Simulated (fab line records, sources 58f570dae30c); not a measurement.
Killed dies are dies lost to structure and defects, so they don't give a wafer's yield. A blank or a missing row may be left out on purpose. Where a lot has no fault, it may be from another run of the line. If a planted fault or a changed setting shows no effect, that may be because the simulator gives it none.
Chamber matching    flow berkeley-cmos170    UCB170_ZERO_ETCH_06 on rie-diel-01 has 4 sister chambers
The step etches SiO2 in CHF3/CF4/Ar, time 12 s. 14 wafers are shown with their chamber, then 7 later ones without.

## WAFERS PAIRED WITH THEIR CHAMBERS
wafer   chamber  drypump-motor-current-A (A)  throttle-valve-pct (%)  oes-product-au (a.u.)
L109.1  2        5.63                         9.22                    0.613
L109.2  1        5.28                         9.27                    0.595
L109.5  1        5.26                         9.29                    0.601
L110.2  2        5.64                         9.24                    0.613
L110.4  1        5.26                         9.27                    0.602
L110.5  3        5.84                         9.44                    0.627
L116.1  3        5.87                         9.42                    0.620
L116.2  1        5.27                         9.29                    0.595
L116.6  3        5.86                         9.43                    0.627
L118.2  3        5.87                         9.43                    0.632
L118.3  0        5.71                         9.16                    0.630
L118.5  3        5.85                         9.43                    0.626
L124.2  2        5.62                         9.24                    0.604
L124.4  2        5.63                         9.22                    0.612

SIGNATURES, as means of the wafers listed above
reading                  chamber 0  chamber 1  chamber 2  chamber 3  scatter within a chamber
drypump-motor-current-A  5.7100     5.2675     5.6300     5.8580     0.0107
throttle-valve-pct       9.1600     9.2800     9.2300     9.4300     0.01
oes-product-au           0.63000    0.59825    0.61050    0.62640    0.00416
Rule: a wafer's distance from a chamber is the root of the sum, over the readings, of the square of ((its reading less the chamber's mean) divided by the reading's scatter). If the next closest chamber is less than 2 further off than the closest, the wafer can't be placed; otherwise it belongs to the closest. How the scatter is found: for the shown wafers, subtract from each reading the mean of its chamber, square and add these, divide the total by (wafers less chambers), then take the root.

## WAFERS WITH NO CHAMBER GIVEN
wafer   drypump-motor-current-A (A)  throttle-valve-pct (%)  oes-product-au (a.u.)
L124.6  5.25                         9.28                    0.606
L128.1  5.75                         9.17                    0.644
L128.2  5.24                         9.27                    0.598
L128.5  5.23                         9.27                    0.602
L129.1  5.63                         9.24                    0.611
L129.3  5.26                         9.28                    0.599
L129.6  5.72                         9.15                    0.646

## WHICH CHAMBER EACH WENT THROUGH
wafer   from the rows above  in truth
L124.6  1                    1
L128.1  0                    0
L128.2  1                    1
L128.5  1                    1
L129.1  2                    2
L129.3  1                    1
L129.6  0                    0
Correctly placed: 7 of 7. From these rows, 0 cannot be placed. 0 placed wrongly.
